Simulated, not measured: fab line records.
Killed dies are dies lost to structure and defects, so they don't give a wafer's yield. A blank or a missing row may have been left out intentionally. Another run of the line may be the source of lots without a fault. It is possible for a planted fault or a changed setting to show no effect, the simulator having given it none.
fab line records || flow berkeley_cmos170
record: {"lots": 15, "wafers": 45, "last_day": 12}
route steps=331 shown NLDD@167
lots that met no fault: from a run of the same line without faults
start_h: hours from the record's first day to the start of the lot's first wafer shown || wait_h: hours elapsed since this lot's preceding step || " the same as in the row above || L1.1+2: several wafers, shown together as one row || - either no value or no given start || * or withheld: withheld || < > ~ a bound
route shown NAME@n: a module of which the file shows steps, and the number in the route of the first || usual: mean/standard deviation of fault-free wafers || same: alike in all rows || chamber/n: place in a boat || sites: each site's reading || _std_site: standard deviation across them || _edge_site: inner sites' mean taken away from outer sites' mean || radius_mm: for every site, how far away it sits from the centre of the wafer || mask NAME#n: copy n || behind: the most recent tool/chamber to have shaped the wafer || hold: cause of the lot's hold/its duration in hours/its outcome || device: whichever transistor did not switch (one of n, p or np) || end of line: the route-end tests of the same wafers || a step given without rows: its recipe and nothing more || killed: at the first sort, the dies lost to defects and structure; wafer yield is something else || map: dies across one wafer; x = killed, . = not, _ = none there
set.NAME: the run value of the setting; set.NAME@STEP: its run value at that earlier step || model.NAME: the simulator's own value behind a step, which no gauge read
route steps across a sampled set of lots; one table per step, one row per wafer
services: when a tool's chamber went out of use (start_h, in hours from the record's first day, below 0 if earlier), for how many hours, and the reason
== steps ==
step: UCB170_NLDD_IMPLANT_09
recipe: {"species": "As", "dose_cm2": 5e+13, "energy_kev": 30, "tilt_deg": 7, "rotation_deg": 180}
usual: {"dose_ions_cm2": "5e+13/5.6e+10"}
{"lot.wafer": "L344.1", "tool": "implanter-01", "chamber": 0, "start_h": 162.60, "wait_h": 0.1, "dose_ions_cm2": 5.006e+13}
{"lot.wafer": "L344.4", "tool": "implanter-01", "chamber": 0, "start_h": 162.60, "wait_h": 0.1, "dose_ions_cm2": 5.007e+13}
{"lot.wafer": "L344.6", "tool": "implanter-01", "chamber": 0, "start_h": 162.60, "wait_h": 0.1, "dose_ions_cm2": 5.005e+13}
{"lot.wafer": "L345.2", "tool": "implanter-04", "chamber": 0, "start_h": 162.88, "wait_h": 0.1, "dose_ions_cm2": 5.005e+13}
{"lot.wafer": "L345.3", "tool": "implanter-04", "chamber": 0, "start_h": 162.88, "wait_h": 0.1, "dose_ions_cm2": 5.003e+13}
{"lot.wafer": "L345.4", "tool": "implanter-04", "chamber": 0, "start_h": 162.88, "wait_h": 0.1, "dose_ions_cm2": 4.994e+13}
{"lot.wafer": "L348.1", "tool": "implanter-01", "chamber": 0, "start_h": 174.39, "wait_h": 0.1, "dose_ions_cm2": 5e+13}
{"lot.wafer": "L348.3", "tool": "implanter-01", "chamber": 0, "start_h": 174.39, "wait_h": 0.1, "dose_ions_cm2": 5.006e+13}
{"lot.wafer": "L348.4", "tool": "implanter-01", "chamber": 0, "start_h": 174.39, "wait_h": 0.1, "dose_ions_cm2": 5.01e+13}
{"lot.wafer": "L347.1", "tool": "implanter-01", "chamber": 0, "start_h": 175.47, "wait_h": 0.1, "dose_ions_cm2": 4.998e+13}
{"lot.wafer": "L347.2", "tool": "implanter-01", "chamber": 0, "start_h": 175.47, "wait_h": 0.1, "dose_ions_cm2": 5e+13}
{"lot.wafer": "L347.6", "tool": "implanter-01", "chamber": 0, "start_h": 175.47, "wait_h": 0.1, "dose_ions_cm2": 5.003e+13}
{"lot.wafer": "L349.1", "tool": "implanter-04", "chamber": 0, "start_h": 175.82, "wait_h": 0.1, "dose_ions_cm2": 4.999e+13}
{"lot.wafer": "L349.2", "tool": "implanter-04", "chamber": 0, "start_h": 175.82, "wait_h": 0.1, "dose_ions_cm2": 5.004e+13}
{"lot.wafer": "L349.6", "tool": "implanter-04", "chamber": 0, "start_h": 175.82, "wait_h": 0.1, "dose_ions_cm2": 5.004e+13}
{"lot.wafer": "L346.1", "tool": "implanter-03", "chamber": 0, "start_h": 176.00, "wait_h": 0.1, "dose_ions_cm2": 4.998e+13}
{"lot.wafer": "L346.2", "tool": "implanter-03", "chamber": 0, "start_h": 176.00, "wait_h": 0.1, "dose_ions_cm2": 4.999e+13}
{"lot.wafer": "L346.3", "tool": "implanter-03", "chamber": 0, "start_h": 176.00, "wait_h": 0.1, "dose_ions_cm2": 5.008e+13}
{"lot.wafer": "L356.1", "tool": "implanter-01", "chamber": 0, "start_h": 211.59, "wait_h": 0.1, "dose_ions_cm2": 5.167e+13}
{"lot.wafer": "L356.2", "tool": "implanter-01", "chamber": 0, "start_h": 211.59, "wait_h": 0.1, "dose_ions_cm2": 5.166e+13}
{"lot.wafer": "L356.6", "tool": "implanter-01", "chamber": 0, "start_h": 211.59, "wait_h": 0.1, "dose_ions_cm2": 5.175e+13}
{"lot.wafer": "L354.4", "tool": "implanter-03", "chamber": 0, "start_h": 211.94, "wait_h": 0.1, "dose_ions_cm2": 5.002e+13}
{"lot.wafer": "L354.5", "tool": "implanter-03", "chamber": 0, "start_h": 211.94, "wait_h": 0.1, "dose_ions_cm2": 5e+13}
{"lot.wafer": "L354.6", "tool": "implanter-03", "chamber": 0, "start_h": 211.94, "wait_h": 0.1, "dose_ions_cm2": 5.005e+13}
{"lot.wafer": "L355.2", "tool": "implanter-01", "chamber": 0, "start_h": 212.26, "wait_h": 0.1, "dose_ions_cm2": 5.169e+13}
{"lot.wafer": "L355.4", "tool": "implanter-01", "chamber": 0, "start_h": 212.26, "wait_h": 0.1, "dose_ions_cm2": 5.174e+13}
{"lot.wafer": "L355.5", "tool": "implanter-01", "chamber": 0, "start_h": 212.26, "wait_h": 0.1, "dose_ions_cm2": 5.178e+13}
{"lot.wafer": "L357.2", "tool": "implanter-04", "chamber": 0, "start_h": 212.54, "wait_h": 0.1, "dose_ions_cm2": 4.995e+13}
{"lot.wafer": "L357.5", "tool": "implanter-04", "chamber": 0, "start_h": 212.54, "wait_h": 0.1, "dose_ions_cm2": 4.995e+13}
{"lot.wafer": "L357.6", "tool": "implanter-04", "chamber": 0, "start_h": 212.54, "wait_h": 0.1, "dose_ions_cm2": 5.002e+13}
{"lot.wafer": "L358.3", "tool": "implanter-01", "chamber": 0, "start_h": 222.13, "wait_h": 0.1, "dose_ions_cm2": 5.17e+13}
{"lot.wafer": "L358.4", "tool": "implanter-01", "chamber": 0, "start_h": 222.13, "wait_h": 0.1, "dose_ions_cm2": 5.177e+13}
{"lot.wafer": "L358.5", "tool": "implanter-01", "chamber": 0, "start_h": 222.13, "wait_h": 0.1, "dose_ions_cm2": 5.176e+13}
{"lot.wafer": "L360.1", "tool": "implanter-04", "chamber": 0, "start_h": 227.83, "wait_h": 0.1, "dose_ions_cm2": 5.002e+13}
{"lot.wafer": "L360.5", "tool": "implanter-04", "chamber": 0, "start_h": 227.83, "wait_h": 0.1, "dose_ions_cm2": 5e+13}
{"lot.wafer": "L360.6", "tool": "implanter-04", "chamber": 0, "start_h": 227.83, "wait_h": 0.1, "dose_ions_cm2": 5e+13}
{"lot.wafer": "L362.1", "tool": "implanter-03", "chamber": 0, "start_h": 228.10, "wait_h": 0.1, "dose_ions_cm2": 4.993e+13}
{"lot.wafer": "L362.2", "tool": "implanter-03", "chamber": 0, "start_h": 228.10, "wait_h": 0.1, "dose_ions_cm2": 4.996e+13}
{"lot.wafer": "L362.4", "tool": "implanter-03", "chamber": 0, "start_h": 228.10, "wait_h": 0.1, "dose_ions_cm2": 4.994e+13}
{"lot.wafer": "L361.2", "tool": "implanter-04", "chamber": 0, "start_h": 228.56, "wait_h": 0.1, "dose_ions_cm2": 4.99e+13}
{"lot.wafer": "L361.3", "tool": "implanter-04", "chamber": 0, "start_h": 228.56, "wait_h": 0.1, "dose_ions_cm2": 4.996e+13}
{"lot.wafer": "L361.5", "tool": "implanter-04", "chamber": 0, "start_h": 228.56, "wait_h": 0.1, "dose_ions_cm2": 4.995e+13}
{"lot.wafer": "L365.1", "tool": "implanter-04", "chamber": 0, "start_h": 243.17, "wait_h": 0.1, "dose_ions_cm2": 5.002e+13}
{"lot.wafer": "L365.4", "tool": "implanter-04", "chamber": 0, "start_h": 243.17, "wait_h": 0.1, "dose_ions_cm2": 4.999e+13}
{"lot.wafer": "L365.6", "tool": "implanter-04", "chamber": 0, "start_h": 243.17, "wait_h": 0.1, "dose_ions_cm2": 5.001e+13}
step: UCB170_SDANNEAL_RS_MEAS_05
recipe: {"thk_meas_gauge": "four-point-probe"}
usual: {"NLDD_RS": "616.3/1.4"}
{"lot.wafer": "L344.1", "tool": "film_metro-03", "chamber": "-", "start_h": 172.11, "wait_h": 0.1, "NLDD_RS[ohm/sq]": 616.6}
{"lot.wafer": "L344.4", "tool": "film_metro-03", "chamber": "-", "start_h": 172.11, "wait_h": 0.1, "NLDD_RS[ohm/sq]": 617.5}
{"lot.wafer": "L344.6", "tool": "film_metro-03", "chamber": "-", "start_h": 172.11, "wait_h": 0.1, "NLDD_RS[ohm/sq]": 617.0}
{"lot.wafer": "L345.2", "tool": "film_metro-03", "chamber": "-", "start_h": 173.12, "wait_h": 0.1, "NLDD_RS[ohm/sq]": 615.4}
{"lot.wafer": "L345.3", "tool": "film_metro-03", "chamber": "-", "start_h": 173.12, "wait_h": 0.1, "NLDD_RS[ohm/sq]": 614.6}
{"lot.wafer": "L345.4", "tool": "film_metro-03", "chamber": "-", "start_h": 173.12, "wait_h": 0.1, "NLDD_RS[ohm/sq]": 613.3}
{"lot.wafer": "L348.1", "tool": "film_metro-01", "chamber": "-", "start_h": 185.31, "wait_h": 0.1, "NLDD_RS[ohm/sq]": 618.3}
{"lot.wafer": "L348.3", "tool": "film_metro-01", "chamber": "-", "start_h": 185.31, "wait_h": 0.1, "NLDD_RS[ohm/sq]": 617.0}
{"lot.wafer": "L348.4", "tool": "film_metro-01", "chamber": "-", "start_h": 185.31, "wait_h": 0.1, "NLDD_RS[ohm/sq]": 615.9}
{"lot.wafer": "L347.1", "tool": "film_metro-03", "chamber": "-", "start_h": 185.83, "wait_h": 0.1, "NLDD_RS[ohm/sq]": 617.0}
{"lot.wafer": "L347.2", "tool": "film_metro-03", "chamber": "-", "start_h": 185.83, "wait_h": 0.1, "NLDD_RS[ohm/sq]": 615.9}
{"lot.wafer": "L347.6", "tool": "film_metro-03", "chamber": "-", "start_h": 185.83, "wait_h": 0.1, "NLDD_RS[ohm/sq]": 615.2}
{"lot.wafer": "L349.1", "tool": "film_metro-02", "chamber": "-", "start_h": 186.20, "wait_h": 0.1, "NLDD_RS[ohm/sq]": 617.8}
{"lot.wafer": "L349.2", "tool": "film_metro-02", "chamber": "-", "start_h": 186.20, "wait_h": 0.1, "NLDD_RS[ohm/sq]": 615.0}
{"lot.wafer": "L349.6", "tool": "film_metro-02", "chamber": "-", "start_h": 186.20, "wait_h": 0.1, "NLDD_RS[ohm/sq]": 617.2}
{"lot.wafer": "L346.1", "tool": "film_metro-01", "chamber": "-", "start_h": 186.24, "wait_h": 0.1, "NLDD_RS[ohm/sq]": 617.2}
{"lot.wafer": "L346.2", "tool": "film_metro-01", "chamber": "-", "start_h": 186.24, "wait_h": 0.1, "NLDD_RS[ohm/sq]": 618.9}
{"lot.wafer": "L346.3", "tool": "film_metro-01", "chamber": "-", "start_h": 186.24, "wait_h": 0.1, "NLDD_RS[ohm/sq]": 615.7}
{"lot.wafer": "L355.2", "tool": "film_metro-02", "chamber": "-", "start_h": 224.09, "wait_h": 0.1, "NLDD_RS[ohm/sq]": 609.0}
{"lot.wafer": "L355.4", "tool": "film_metro-02", "chamber": "-", "start_h": 224.09, "wait_h": 0.1, "NLDD_RS[ohm/sq]": 608.7}
{"lot.wafer": "L355.5", "tool": "film_metro-02", "chamber": "-", "start_h": 224.09, "wait_h": 0.1, "NLDD_RS[ohm/sq]": 610.1}
{"lot.wafer": "L356.1", "tool": "film_metro-03", "chamber": "-", "start_h": 224.26, "wait_h": 0.1, "NLDD_RS[ohm/sq]": 609.1}
{"lot.wafer": "L356.2", "tool": "film_metro-03", "chamber": "-", "start_h": 224.26, "wait_h": 0.1, "NLDD_RS[ohm/sq]": 610.6}
{"lot.wafer": "L356.6", "tool": "film_metro-03", "chamber": "-", "start_h": 224.26, "wait_h": 0.1, "NLDD_RS[ohm/sq]": 611.0}
{"lot.wafer": "L354.4", "tool": "film_metro-01", "chamber": "-", "start_h": 224.32, "wait_h": 0.1, "NLDD_RS[ohm/sq]": 617.6}
{"lot.wafer": "L354.5", "tool": "film_metro-01", "chamber": "-", "start_h": 224.32, "wait_h": 0.1, "NLDD_RS[ohm/sq]": 617.7}
{"lot.wafer": "L354.6", "tool": "film_metro-01", "chamber": "-", "start_h": 224.32, "wait_h": 0.1, "NLDD_RS[ohm/sq]": 616.3}
{"lot.wafer": "L357.2", "tool": "film_metro-02", "chamber": "-", "start_h": 224.57, "wait_h": 0.1, "NLDD_RS[ohm/sq]": 616.8}
{"lot.wafer": "L357.5", "tool": "film_metro-02", "chamber": "-", "start_h": 224.57, "wait_h": 0.1, "NLDD_RS[ohm/sq]": 616.4}
{"lot.wafer": "L357.6", "tool": "film_metro-02", "chamber": "-", "start_h": 224.57, "wait_h": 0.1, "NLDD_RS[ohm/sq]": 617.2}
{"lot.wafer": "L358.3", "tool": "film_metro-03", "chamber": "-", "start_h": 233.47, "wait_h": 0.1, "NLDD_RS[ohm/sq]": 610.9}
{"lot.wafer": "L358.4", "tool": "film_metro-03", "chamber": "-", "start_h": 233.47, "wait_h": 0.1, "NLDD_RS[ohm/sq]": 611.2}
{"lot.wafer": "L358.5", "tool": "film_metro-03", "chamber": "-", "start_h": 233.47, "wait_h": 0.1, "NLDD_RS[ohm/sq]": 610.5}
{"lot.wafer": "L362.1", "tool": "film_metro-03", "chamber": "-", "start_h": 239.97, "wait_h": 0.1, "NLDD_RS[ohm/sq]": 616.5}
{"lot.wafer": "L362.2", "tool": "film_metro-03", "chamber": "-", "start_h": 239.97, "wait_h": 0.1, "NLDD_RS[ohm/sq]": 615.0}
{"lot.wafer": "L362.4", "tool": "film_metro-03", "chamber": "-", "start_h": 239.97, "wait_h": 0.1, "NLDD_RS[ohm/sq]": 614.2}
{"lot.wafer": "L360.1", "tool": "film_metro-01", "chamber": "-", "start_h": 240.66, "wait_h": 0.1, "NLDD_RS[ohm/sq]": 616.9}
{"lot.wafer": "L360.5", "tool": "film_metro-01", "chamber": "-", "start_h": 240.66, "wait_h": 0.1, "NLDD_RS[ohm/sq]": 616.7}
{"lot.wafer": "L360.6", "tool": "film_metro-01", "chamber": "-", "start_h": 240.66, "wait_h": 0.1, "NLDD_RS[ohm/sq]": 618.1}
{"lot.wafer": "L361.2", "tool": "film_metro-02", "chamber": "-", "start_h": 241.13, "wait_h": 0.1, "NLDD_RS[ohm/sq]": 616.3}
{"lot.wafer": "L361.3", "tool": "film_metro-02", "chamber": "-", "start_h": 241.13, "wait_h": 0.1, "NLDD_RS[ohm/sq]": 617.7}
{"lot.wafer": "L361.5", "tool": "film_metro-02", "chamber": "-", "start_h": 241.13, "wait_h": 0.1, "NLDD_RS[ohm/sq]": 617.6}
{"lot.wafer": "L365.1", "tool": "film_metro-02", "chamber": "-", "start_h": 257.06, "wait_h": 0.1, "NLDD_RS[ohm/sq]": 615.2}
{"lot.wafer": "L365.4", "tool": "film_metro-02", "chamber": "-", "start_h": 257.06, "wait_h": 0.1, "NLDD_RS[ohm/sq]": 611.8}
{"lot.wafer": "L365.6", "tool": "film_metro-02", "chamber": "-", "start_h": 257.06, "wait_h": 0.1, "NLDD_RS[ohm/sq]": 614.4}
== services ==
{"tool": "implanter-03", "chamber": "-", "start_h": 145.08, "hours": 1.7, "kind": "repair"}
{"tool": "implanter-01", "chamber": "-", "start_h": 168.48, "hours": 1.2, "kind": "repair"}
{"tool": "implanter-03", "chamber": "-", "start_h": 170.25, "hours": 2.5, "kind": "pm"}
{"tool": "implanter-04", "chamber": "-", "start_h": 193.70, "hours": 7.7, "kind": "repair"}
{"tool": "implanter-01", "chamber": "-", "start_h": 209.51, "hours": 1.6, "kind": "repair"}
{"tool": "implanter-01", "chamber": "-", "start_h": 215.28, "hours": 2.4, "kind": "repair"}
{"tool": "implanter-04", "chamber": "-", "start_h": 233.88, "hours": 2.6, "kind": "pm"}
== key ==
first_sign: {"step": "UCB170_NLDD_IMPLANT_09", "reading": "dose_ions_cm2", "direction": "up", "sigmas": 31, "usual": 5e+13, "struck": 5.172e+13}
effect: {"step": "UCB170_SDANNEAL_RS_MEAS_05", "reading": "NLDD_RS", "direction": "down", "sigmas": 4.4, "usual": 616.3, "struck": 610.1}
met_at UCB170_NLDD_IMPLANT_09
struck_lots L355,L356,L358
tester_left_out L355,L356,L358
onset_between 175.47 211.59
fault: {"kind": "process_parameter_drift", "tool": "implanter-01", "chamber": "-", "onset_h": 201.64, "steps": "UCB170_NLDD_IMPLANT_09", "channel": "dose_cm2", "offset": 1.6818e+12, "shape": "step", "end_h": 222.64, "acts_in": "these_recipes_only", "stated": 5e+13}
tester_left_out: of these lots the tester's yield and bins aren't shown, on N5 and GAA mostly nor the transistor test; their killed dies are dies lost to structure and defects alone, not to doping, threshold or leakage, so they don't give the yield
